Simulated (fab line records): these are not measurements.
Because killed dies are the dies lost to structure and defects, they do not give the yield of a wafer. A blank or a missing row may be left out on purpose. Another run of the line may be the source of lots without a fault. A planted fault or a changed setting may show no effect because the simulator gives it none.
What tool caused it?    flow rit-cmos    Sampling: 14 lots, 42 wafers, 5 of 202 route steps

== WHAT THE GAUGES SHOWED, per wafer ==
RIT_FOX1_THK_MEAS_01. Usual: FOX1_OXIDE_THK typically reads 351 nm, with standard deviation 7.2.
lot   measured     on             FOX1_OXIDE_THK (nm)  flag
L805  day 1 19:31  film-metro-01  342 345 352          
L806  day 1 23:54  film-metro-02  357 352 343          
L807  day 2 04:31  film-metro-01  352 356 352          
L808  day 2 09:37  film-metro-03  343 344 334          
L809  day 2 15:13  film-metro-03  356 357 356          
L810  day 2 19:29  film-metro-02  361 365 361          
L811  day 3 00:25  film-metro-01  364 359 360          
L814  day 3 14:41  film-metro-02  344 343 346          
L815  day 3 20:19  film-metro-02  356 351 351          
L817  day 4 07:43  film-metro-03  351 351 343          
L818  day 4 12:40  film-metro-02  340 344 342          
L820  day 4 21:23  film-metro-02  349 346 353          
L821  day 5 01:26  film-metro-01  354 361 362          
L823  day 5 13:08  film-metro-03  361 353 358          

RIT_NWELL_OVL_MEAS_06. Usual: NWELL_OVL typically reads 0.6 nm, with standard deviation 1.4.
lot   measured     on          NWELL_OVL (nm)  flag
L805  day 1 23:25  overlay-01  -1.9 -1.8 -1.3  
L806  day 2 03:20  overlay-01  1.1 -0.1 0.2    
L807  day 2 07:54  overlay-01  0.8 1.2 3.6     
L808  day 2 13:11  overlay-01  1.9 -0.3 2.8    
L809  day 2 18:39  overlay-01  1.0 0.4 2.4     
L810  day 2 23:38  overlay-02  0.2 -0.6 1.5    
L811  day 3 03:55  overlay-01  -0.3 0.0 -0.9   
L814  day 3 18:07  overlay-01  1.1 3.2 1.5     
L815  day 3 23:49  overlay-02  0.5 -1.2 0.0    
L817  day 4 11:17  overlay-01  4.5 0.5 3.0     
L818  day 4 15:58  overlay-01  -0.2 2.8 1.4    
L820  day 5 00:49  overlay-01  0.9 0.5 3.1     
L821  day 5 05:16  overlay-01  -1.6 1.8 1.1    
L823  day 5 16:38  overlay-01  1.8 1.9 0.5     

RIT_PRETRO_OVL_MEAS_06. Usual: PRETRO_OVL typically reads -0.2 nm, with standard deviation 1.4.
lot   measured     on          PRETRO_OVL (nm)       flag
L805  day 2 09:44  overlay-01  -0.8 -1.7 -2.2        
L806  day 2 13:46  overlay-02  -1.8 -0.4 0.2         
L807  day 2 17:58  overlay-01  -4.0 -1.5 0.3         
L808  day 2 23:26  overlay-01  -0.8 -2.5 -2.4        
L809  day 3 04:53  overlay-02  -2.9 -2.7 -1.4        
L810  day 3 09:50  overlay-02  1.2 -0.7 1.3          
L811  day 3 15:04  overlay-01  -0.4 -1.3 -2.0        
L814  day 4 05:08  overlay-01  0.0 -1.3 0.6          
L815  day 4 11:06  overlay-02  1.5 0.6 0.5           
L817  day 4 21:42  overlay-02  -151.9 -150.2 -149.3  OFF
L818  day 5 02:58  overlay-01  -2.4 -2.6 -2.6        
L820  day 5 10:55  overlay-01  -149.7 -150.7 -149.3  OFF
L821  day 5 15:22  overlay-02  -145.9 -149.1 -149.4  OFF
L823  day 6 03:07  overlay-01  -1.6 -2.1 -0.8        

RIT_GATE_CD_MEAS_90: the cd target is 150 nm. Usual: cd-nm at 151.6 nm, with a standard deviation of 2.4.
lot   measured     on         cd-nm (nm)         flag
L805  day 2 17:17  cd-sem-02  150.6 149.2 148.6  
L806  day 2 19:34  cd-sem-01  149.9 151.4 150.8  
L807  day 3 00:20  cd-sem-01  149.5 148.3 148.4  
L808  day 3 05:22  cd-sem-01  147.9 144.7 146.8  
L809  day 3 13:10  cd-sem-02  153.2 151.0 153.8  
L810  day 3 15:44  cd-sem-02  155.5 153.6 153.7  
L811  day 3 23:11  cd-sem-02  151.1 151.3 150.6  
L814  day 4 13:50  cd-sem-02  150.3 149.5 150.9  
L815  day 4 17:42  cd-sem-01  150.3 149.6 150.1  
L817  day 5 08:06  cd-sem-01  153.1 154.4 153.0  
L818  day 5 08:37  cd-sem-02  150.2 149.8 151.9  
L820  day 5 18:08  cd-sem-02  153.9 152.6 152.2  
L821  day 5 22:25  cd-sem-02  149.3 149.8 149.9  
L823  day 6 12:13  cd-sem-02  155.4 157.8 156.2  

== WHICH TOOL RAN EACH LOT (tool, then ch and the chambers of the sampled wafers, then the start) ==
lot   RIT_PRETRO_EXPOSE_03
L805  iline-stepper-02 ch 0, day 2 09:19
L806  iline-stepper-02 ch 0, day 2 13:21
L807  iline-stepper-02 ch 0, day 2 17:32
L808  iline-stepper-02 ch 0, day 2 23:01
L809  iline-stepper-02 ch 0, day 3 04:28
L810  iline-stepper-02 ch 0, day 3 09:25
L811  iline-stepper-02 ch 0, day 3 14:37
L814  iline-stepper-02 ch 0, day 4 04:43
L815  iline-stepper-02 ch 0, day 4 10:40
L817  iline-stepper-01 ch 0, day 4 21:16
L818  iline-stepper-02 ch 0, day 5 02:30
L820  iline-stepper-01 ch 0, day 5 10:29
L821  iline-stepper-01 ch 0, day 5 14:56
L823  iline-stepper-02 ch 0, day 6 02:39
- RIT_PRETRO_EXPOSE_03: exposes mask M5, target cd 43700 nm.

== WHAT THE TOOLS THEMSELVES READ (means of the sampled wafers that have a number; where no wafer has one, the mark that the record gives instead) ==
RIT_PRETRO_EXPOSE_03. Usual: reticle-temp-C at 23.03 C, with a standard deviation of 0.1.
lot   tool              reticle-temp-C (C)  flag
L805  iline-stepper-02  23.12               
L806  iline-stepper-02  23.02               
L807  iline-stepper-02  22.94               
L808  iline-stepper-02  23.09               
L809  iline-stepper-02  23.03               
L810  iline-stepper-02  23.02               
L811  iline-stepper-02  23.18               
L814  iline-stepper-02  23.07               
L815  iline-stepper-02  22.92               
L817  iline-stepper-01  23.16               
L818  iline-stepper-02  23.01               
L820  iline-stepper-01  22.97               
L821  iline-stepper-01  22.95               
L823  iline-stepper-02  23.04               

== THE ANSWER, worked out from the rows above alone ==
Rule: lot off if the mean of its wafers having a number is beyond 3 standard deviations from the usual mean. Also off: a lot with no number at a reading for which 4 or more lots have one. All remaining lots with rows at the step are treated as sound. After the gauges, taken in route order, come the tools' own readings; for these a lot's mean is taken, as printed above. The first step at which some lot is off is used, and at that step the reading that is off furthest; a lot without a number counts as furthest.
Off: at RIT_PRETRO_OVL_MEAS_06 (PRETRO_OVL), L817, L820, L821.
A tool fits if, at a process step before that reading, it ran every lot that is off, and no sound lot after the first of them. Gauges at RIT_PRETRO_OVL_MEAS_06: tried the same way as those tools. One fits: iline-stepper-01 at RIT_PRETRO_EXPOSE_03. It ran no sound lot before its first lot that is off in this sample, so the start can't be narrowed down.

== WHAT HAD BEEN PUT IN BY THE SIMULATOR ==
Scanner matching overlay: iline-stepper-01, from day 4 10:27 on, at RIT_PRETRO_EXPOSE_03. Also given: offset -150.
Struck lots among those shown: L817, L820, L821. The rule above reached the same finding.
